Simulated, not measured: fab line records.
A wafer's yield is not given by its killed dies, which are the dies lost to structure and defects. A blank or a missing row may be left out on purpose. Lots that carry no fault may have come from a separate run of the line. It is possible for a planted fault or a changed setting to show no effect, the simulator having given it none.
A single fault, viewed from 2 desks :: flow rit cmos :: numbers are kept per desk, each desk with only its own; the story behind them comes last

== TOOL OWNER'S DESK, implanter-04 ==
The tool's own readings at RIT_PSD_IMPLANT_08: means of the sampled wafers that have a number, for each lot that ran on this tool. A lot is out of limits, marked OUT, if its mean lies more than 4 standard deviations from the usual mean; the brackets give that distance.
Columns: A = beam on s at RIT_PSD_IMPLANT_08, usual 12.4 s; B = dose ions cm2 at RIT_PSD_IMPLANT_08, usual 5e+15
lot: L528
first seen here: day 3 07:12
A: 11.6
B: 5e+15

lot: L529
first seen here: day 3 12:29
A: 11.5
B: 5e+15

lot: L530
first seen here: day 3 17:58
A: 11.6
B: 5e+15

lot: L536
first seen here: day 4 22:07
A: 11.5
B: 5e+15

lot: L539
first seen here: day 5 17:09
A: 22.0 (+12) OUT
B: 9e+15 (+99 or more) OUT

lot: L540
first seen here: day 5 19:20
A: 21.4 (+11) OUT
B: 9e+15 (+99 or more) OUT

lot: L541
first seen here: day 5 23:48
A: 21.3 (+11) OUT
B: 9e+15 (+99 or more) OUT
This desk finds L539, L540, L541 out of limits, L539 being first, at day 5 17:09 (beam on s at RIT_PSD_IMPLANT_08). Within limits: L528, L529, L530, L536.

== THE METROLOGY DESK ==
What the gauges read, lot by lot, whatever tool the lot ran on: means of the sampled wafers that have a number. A lot is out of limits, marked OUT, if its mean lies more than 4 standard deviations from the usual mean; the brackets give that distance.
Columns: A = GATE_POLY_THK at RIT_GATE_THK_MEAS_09, usual 250.4 nm; B = PSD_TW at RIT_PSD_TW_MEAS_10, usual 3445; C = PSD_RS at RIT_SDANNEAL_RS_MEAS_04, usual 115.8 ohm/sq
lot: L527
first seen here: day 2 16:05
A: 252.1
B: 3432
C: 116.0

lot: L528
first seen here: day 2 18:14
A: 246.7
B: 3445
C: 115.7

lot: L529
first seen here: day 2 22:29
A: 251.1
B: 3437
C: 115.8

lot: L530
first seen here: day 3 04:31
A: 250.7
B: 3438
C: 115.6

lot: L531
first seen here: day 3 08:31
A: 250.1
B: 3468
C: 115.6

lot: L533
first seen here: day 3 19:02
A: 251.3
B: 3468
C: 116.1

lot: L534
first seen here: day 4 03:03
A: 249.6
B: 3442
C: 116.3

lot: L536
first seen here: day 4 09:14
A: 248.7
B: 3427
C: 116.0

lot: L539
first seen here: day 5 03:19
A: 251.1
B: 3624 (+10) OUT
C: 108.6 (-24) OUT

lot: L540
first seen here: day 5 06:20
A: 251.6
B: 3558 (+6.3) OUT
C: 108.8 (-23) OUT

lot: L541
first seen here: day 5 10:44
A: 250.4
B: 3593 (+8.2) OUT
C: 108.2 (-25) OUT

lot: L545
first seen here: day 6 11:18
A: 252.5
B: 3429
C: 115.4

lot: L547
first seen here: day 7 06:42
A: 252.5
B: 3430
C: 116.2

lot: L548
first seen here: day 7 20:13
A: 252.4
B: 3452
C: 115.7

lot: L550
first seen here: day 8 09:33
A: 251.4
B: 3446
C: 115.6
This desk reports L539, L540, L541 out of limits; the earliest was L539 at day 5 17:27 (PSD_TW at RIT_PSD_TW_MEAS_10). Within limits: L527, L528, L529, L530, L531, L533, L534, L536, L545, L547, L548, L550.

== BROUGHT TOGETHER ==
An alarm could have come from the tool owner's desk at day 5 17:09, on L539, L540, L541.
L539, L540, L541 would have let the metrology desk raise an alarm at day 5 17:27.
On implanter-04, each named lot ran RIT_PSD_IMPLANT_08.

== WHAT HAD BEEN PUT IN BY THE SIMULATOR ==
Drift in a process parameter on implanter-04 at RIT_PSD_IMPLANT_08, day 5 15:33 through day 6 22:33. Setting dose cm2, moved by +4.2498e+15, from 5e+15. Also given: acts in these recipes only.
Lots struck among those shown: L539, L540, L541.
Delay (hours) between the fault's onset and each desk's first out-of-limits reading: 2 at the tool owner's desk, 2 at the metrology desk.
